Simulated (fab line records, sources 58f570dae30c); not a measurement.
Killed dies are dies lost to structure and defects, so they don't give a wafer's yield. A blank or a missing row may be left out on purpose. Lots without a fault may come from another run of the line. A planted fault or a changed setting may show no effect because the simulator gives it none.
Split-lot experiment | flow berkeley_cmos170 | 5 lots, 23 wafers read, on a route of 331 steps

THE SPLIT
At UCB170_V1_CMP_02 (polishes SiO2), the setting leave_above_ref_nm was moved away from the recipe's 1000 nm on 8 of the 23 wafers read, by -6.1% to +5.9%. The other wafers ran this setting at the recipe's value.

The file shows no step between the split and the reading.

THE READING
V1_POLISHED_THK, in nm, at UCB170_V1_THK_MEAS_04. Fault-free wafers of this fab line usually give 998.9 nm, standard deviation 1.2 nm.

wafer  | tool, chamber at the split | leave_above_ref_nm as run, nm | against the recipe | V1_POLISHED_THK, nm | against lot-mates on the recipe
L075.1 | cmp-01, 0                  | 1029                          | +2.9%              | 1027.6              | +29.1
L075.2 | cmp-01, 2                  | 1029                          | +2.9%              | 1025.1              | +26.6
L075.4 | cmp-01, 3                  | 1029                          | +2.9%              | 1028.5              | +30.0
L075.5 | cmp-01, 0                  | 1000                          | recipe             | 998.4               | -
L075.6 | cmp-01, 3                  | 1000                          | recipe             | 998.5               | -
L076.2 | cmp-01, 1,0                | 1059                          | +5.9%              | 1059.3              | +59.5
L076.3 | cmp-01, 2                  | 1000                          | recipe             | 999.4               | -
L076.4 | cmp-01, 1,0                | 1059                          | +5.9%              | 1059.0              | +59.2
L076.5 | cmp-01, 1                  | 1000                          | recipe             | 1000.1              | -
L076.6 | cmp-01, 2                  | 1059                          | +5.9%              | 1057.6              | +57.8
L077.1 | cmp-02, 2                  | 1000                          | recipe             | 1000.9              | -
L077.2 | cmp-02, 3                  | 1000                          | recipe             | 997.3               | -
L077.3 | cmp-02, 0,1                | 1000                          | recipe             | 1000.3              | -
L077.4 | cmp-02, 0,1                | 1000                          | recipe             | 1000.4              | -
L077.5 | cmp-02, 3                  | 1000                          | recipe             | 998.0               | -
L083.2 | cmp-01, 0                  | 1000                          | recipe             | 998.1               | -
L083.3 | cmp-01, 2                  | 938.8                         | -6.1%              | 937.2               | -60.6
L083.4 | cmp-01, 3                  | 938.8                         | -6.1%              | 937.9               | -59.9
L083.5 | cmp-01, 1                  | 1000                          | recipe             | 997.2               | -
L083.6 | cmp-01, 0                  | 1000                          | recipe             | 998.0               | -
L085.3 | cmp-02, 3                  | 1000                          | recipe             | 997.8               | -
L085.4 | cmp-02, 1                  | 1000                          | recipe             | 999.1               | -
L085.5 | cmp-02, 2                  | 1000                          | recipe             | 999.5               | -
Where a row lists several chambers, the file gives one row for several wafers and doesn't say which wafer went through which chamber.

THE FIT
A straight line over all 23 wafers: V1_POLISHED_THK changes by +10 nm for each +1% of leave_above_ref_nm; r = +1.00; the points scatter about the line by 1.2 nm.
The same after taking each lot's own level away (the mean of its wafers on the recipe; 23 wafers): +9.91 nm for each +1%; r = +1.00; scatter 1 nm.
On that fit, the largest move of leave_above_ref_nm shifts the reading by 61 nm.
The lots' own levels span 997.77 to 999.75 nm, that is 1.7 times the standard deviation above.
So the lot-to-lot level changes the slope little: the two slopes agree.
Check: with one of the wafers moved furthest among these (-6.1%) left out of the fit, the line predicts -60.6 nm for it against its lot-mates. It came out at -60.6 nm against them.

THE WHOLE CHAIN: every reading that the file lists as answering this split, in the file's order
step                    | what it does                                                              | reading                                                                   | change (the file's fit)              | r (the file's)
UCB170_V1_CMP_02        | polishes SiO2                                                             | SiO2_of_V1_CVD_00.thk_nm (the simulator's own value, which no gauge read) | +9.91 nm for each +1% of the setting | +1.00
UCB170_V1_THK_MEAS_04   |                                                                           | V1_POLISHED_THK                                                           | +9.9 for each +1% of the setting     | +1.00
UCB170_V1_ETCH_14       | etches SiO2 in CHF3/CF4/Ar, stops on Al, target depth 1250 nm, time 291 s | V1.feature_depth_nm (the simulator's own value, which no gauge read)      | +9.93 nm for each +1% of the setting | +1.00
UCB170_V1_ETCH_14       | etches SiO2 in CHF3/CF4/Ar, stops on Al, target depth 1250 nm, time 291 s | etch.depth_nm (the simulator's own value, which no gauge read)            | +9.89 nm for each +1% of the setting | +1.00
UCB170_M2_METAL_ETCH_18 | etches Al in Cl2/BCl3, stops on SiO2, target depth 1170 nm, time 195 s    | SiO2_of_V1_CVD_00.thk_nm (the simulator's own value, which no gauge read) | +10.1 nm for each +1% of the setting | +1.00

THE FILE'S OWN FIT
V1_POLISHED_THK changes by +9.9 nm for each +1% of leave_above_ref_nm, r = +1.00.
